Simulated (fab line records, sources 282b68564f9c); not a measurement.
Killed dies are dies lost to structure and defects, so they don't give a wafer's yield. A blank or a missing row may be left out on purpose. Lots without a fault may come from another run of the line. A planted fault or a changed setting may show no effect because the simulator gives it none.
Split-lot experiment | flow rit_cmos | 5 lots, 27 wafers read, on a route of 202 steps

THE SPLIT
At RIT_ACTIVE_OXIDATION_01 (target thk 46.8 nm, ox time 3360 s), the setting ox_time_s was moved away from the recipe's 3360 s on 18 of the 27 wafers read, by -59.7% to +55.4%. The other wafers ran this setting at the recipe's value.

The file shows no step between the split and the reading.

THE READING
ACTIVE_OXIDE_THK, in nm, at RIT_ACTIVE_THK_MEAS_02. Fault-free wafers of this fab line usually give 46.5 nm, standard deviation 0.68 nm.

wafer  | tool, chamber at the split | ox_time_s as run, s | against the recipe | ACTIVE_OXIDE_THK, nm | against lot-mates on the recipe
L075.2 | furnace-03, 0              | 3360                | recipe             | 46.2                 | -
L075.3 | furnace-03, 0              | 3360                | recipe             | 46.5                 | -
L075.4 | furnace-03, 0              | 3360                | recipe             | 47.5                 | -
L077.1 | -, -                       | 3360                | recipe             | 45.1                 | -
L077.2 | -, -                       | 3360                | recipe             | 45.7                 | -
L077.3 | -, -                       | 3360                | recipe             | 45.3                 | -
L077.4 | -, -                       | 3360                | recipe             | 45.3                 | -
L077.5 | -, -                       | 3360                | recipe             | 45.5                 | -
L077.6 | -, -                       | 3360                | recipe             | 45.7                 | -
L080.1 | -, -                       | 1354                | -59.7%             | 25.8                 | no lot-mate on the recipe
L080.2 | -, -                       | 1354                | -59.7%             | 26.6                 | no lot-mate on the recipe
L080.3 | -, -                       | 1354                | -59.7%             | 26.6                 | no lot-mate on the recipe
L080.4 | -, -                       | 1354                | -59.7%             | 26.1                 | no lot-mate on the recipe
L080.5 | -, -                       | 1354                | -59.7%             | 26.3                 | no lot-mate on the recipe
L080.6 | -, -                       | 1354                | -59.7%             | 26.2                 | no lot-mate on the recipe
L081.1 | -, -                       | 5223                | +55.4%             | 62.3                 | no lot-mate on the recipe
L081.2 | -, -                       | 5223                | +55.4%             | 63.0                 | no lot-mate on the recipe
L081.3 | -, -                       | 5223                | +55.4%             | 63.1                 | no lot-mate on the recipe
L081.4 | -, -                       | 5223                | +55.4%             | 62.0                 | no lot-mate on the recipe
L081.5 | -, -                       | 5223                | +55.4%             | 62.4                 | no lot-mate on the recipe
L081.6 | -, -                       | 5223                | +55.4%             | 62.7                 | no lot-mate on the recipe
L082.1 | -, -                       | 1518                | -54.8%             | 28.7                 | no lot-mate on the recipe
L082.2 | -, -                       | 1518                | -54.8%             | 29.3                 | no lot-mate on the recipe
L082.3 | -, -                       | 1518                | -54.8%             | 29.3                 | no lot-mate on the recipe
L082.4 | -, -                       | 1518                | -54.8%             | 29.5                 | no lot-mate on the recipe
L082.5 | -, -                       | 1518                | -54.8%             | 28.1                 | no lot-mate on the recipe
L082.6 | -, -                       | 1518                | -54.8%             | 29.5                 | no lot-mate on the recipe

THE FIT
A straight line over all 27 wafers: ACTIVE_OXIDE_THK changes by +0.311 nm for each +1% of ox_time_s; r = +1.00; the points scatter about the line by 0.74 nm.
Too few moved wafers have a lot-mate on the recipe to fit a line with each lot's own level taken away.

THE WHOLE CHAIN: every reading that the file lists as answering this split, in the file's order
step                    | what it does                                            | reading                                                                             | change (the file's fit)               | r (the file's)
RIT_ACTIVE_OXIDATION_01 | target thk 46.8 nm, ox time 3360 s                      | SiO2_of_ACTIVE_OXIDATION_01.thk_nm (the simulator's own value, which no gauge read) | +0.311 nm for each +1% of the setting | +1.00
RIT_ACTIVE_THK_MEAS_02  |                                                         | ACTIVE_OXIDE_THK                                                                    | +0.311 for each +1% of the setting    | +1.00
RIT_FOX2_WET_ETCH_03    | etches Si3N4 in H3PO4, target depth 195 nm, time 2700 s | SiO2_of_ACTIVE_OXIDATION_01.thk_nm (the simulator's own value, which no gauge read) | +0.275 nm for each +1% of the setting | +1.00

THE FILE'S OWN FIT
ACTIVE_OXIDE_THK changes by +0.311 nm for each +1% of ox_time_s, r = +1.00.
